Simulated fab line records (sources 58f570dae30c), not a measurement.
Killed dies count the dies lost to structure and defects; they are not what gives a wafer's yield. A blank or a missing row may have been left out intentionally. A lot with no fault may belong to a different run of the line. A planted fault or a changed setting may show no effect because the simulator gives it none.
Lot-split experiment -- flow berkeley cmos170 -- 5 lots, 23 wafers read, on a route of 331 steps

== SPLIT DETAILS ==
At UCB170_V2_EXPOSE_09 (exposes mask VIA2, target cd 700 nm), the setting dose mj was moved away from the recipe's 37 on 4 of the 23 wafers read, by -6.2% to -3.1%. For the rest of the wafers, this setting stayed at what the recipe calls for.

== FROM THE SPLIT TO THE READING: what the file shows between them, 5 steps ==
- UCB170_V2_PEB_10
- UCB170_V2_DEVELOP_11: develop time 45 s
- UCB170_V2_CD_MEAS_12: target cd 700 nm
- UCB170_V2_ETCH_14: etches SiO2 in CHF3/CF4/Ar, stops on Al, target depth 1250 nm, time 291 s
- UCB170_V2_STRIP_15: strips in O2

== THE READING ==
cd nm at UCB170_V2_CD_MEAS_90, given in nm (cd target 700 nm). Fault-free wafers of this fab line usually give 699.5 nm, standard deviation 2 nm.

wafer,"tool, chamber at the split",dose mj as run,against the recipe,"cd nm, nm",against lot-mates on the recipe
L077.1,"krf scanner-02, 0",37,recipe,700.7,-
L077.3,"krf scanner-02, 0",37,recipe,699.8,-
L077.6,"krf scanner-02, 0",37,recipe,700.6,-
L078.1,"krf scanner-02, 0",37,recipe,696.5,-
L078.2,"krf scanner-02, 0",37,recipe,697.6,-
L078.3,"krf scanner-02, 0",37,recipe,695.4,-
L078.5,"krf scanner-02, 0",37,recipe,696.7,-
L078.6,"krf scanner-02, 0",37,recipe,696.6,-
L079.1,"krf scanner-01, 0",35.85,-3.1%,694.8,-3.5
L079.2,"krf scanner-01, 0",37,recipe,698.1,-
L079.3,"krf scanner-01, 0",35.85,-3.1%,694.8,-3.5
L079.4,"krf scanner-01, 0",37,recipe,698.5,-
L079.6,"krf scanner-01, 0",37,recipe,698.3,-
L081.1,"krf scanner-02, 0",37,recipe,697.8,-
L081.3,"krf scanner-02, 0",37,recipe,697.9,-
L081.4,"krf scanner-02, 0",37,recipe,698.0,-
L081.5,"krf scanner-02, 0",37,recipe,697.5,-
L081.6,"krf scanner-02, 0",37,recipe,696.3,-
L083.1,"krf scanner-02, 0",34.72,-6.2%,687.0,-12.6
L083.3,"krf scanner-02, 0",34.72,-6.2%,687.7,-11.9
L083.4,"krf scanner-02, 0",37,recipe,698.4,-
L083.5,"krf scanner-02, 0",37,recipe,700.8,-
L083.6,"krf scanner-02, 0",37,recipe,699.5,-

FIT RESULTS
A straight line over all 23 wafers: cd nm changes by +1.63 nm for each +1% of dose mj; r = +0.90; the points scatter about the line by 1.6 nm.
The same after taking each lot's own level away (the mean of its wafers on the recipe; 23 wafers): +1.83 nm for each +1%; r = +0.97; scatter 0.96 nm.
The reading moves by 11 nm for the largest change in dose mj, on that fit.
Across the lots, their own levels run from 696.56 to 700.37 nm, a range of 1.9 times the standard deviation given above.
So the lot-to-lot level changes the slope: the two fits differ.
Check: for one of the wafers moved furthest among these (-6.2%), held out of the fit, the line's prediction against its lot-mates is -10.2 nm. It came out at -12.6 nm against them.

== OTHER SPLITS ON THESE WAFERS ==
Other splits were also applied to these wafers ahead of the reading. Each is held against what the fit with the lots' levels taken away leaves over:
other split on the same wafers,wafers away from the commonest value,r with cd nm (lot level and that fit taken away)
UCB170_M2_SPUTTER_01 time s,6,-0.35
UCB170_M2_EXPOSE_12 dose mj,8,-0.27

== THE WHOLE CHAIN: every reading that the file lists as answering this split, in the file's order ==
step,what it does,reading,change (the file's fit),r (the file's)
UCB170_V2_CD_MEAS_12,target cd 700 nm,cd nm,+1.77 nm for each +1% of the setting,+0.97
UCB170_V2_ETCH_14,"etches SiO2 in CHF3/CF4/Ar, stops on Al, target depth 1250 nm, time 291 s","V2.cd nm (the simulator's own value, which no gauge read)",+1.8 nm for each +1% of the setting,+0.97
UCB170_V2_CD_MEAS_90,target cd 700 nm,cd nm,+1.81 nm for each +1% of the setting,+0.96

== THE FILE'S OWN FIT ==
cd nm changes by +1.81 nm for each +1% of dose mj, r = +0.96.
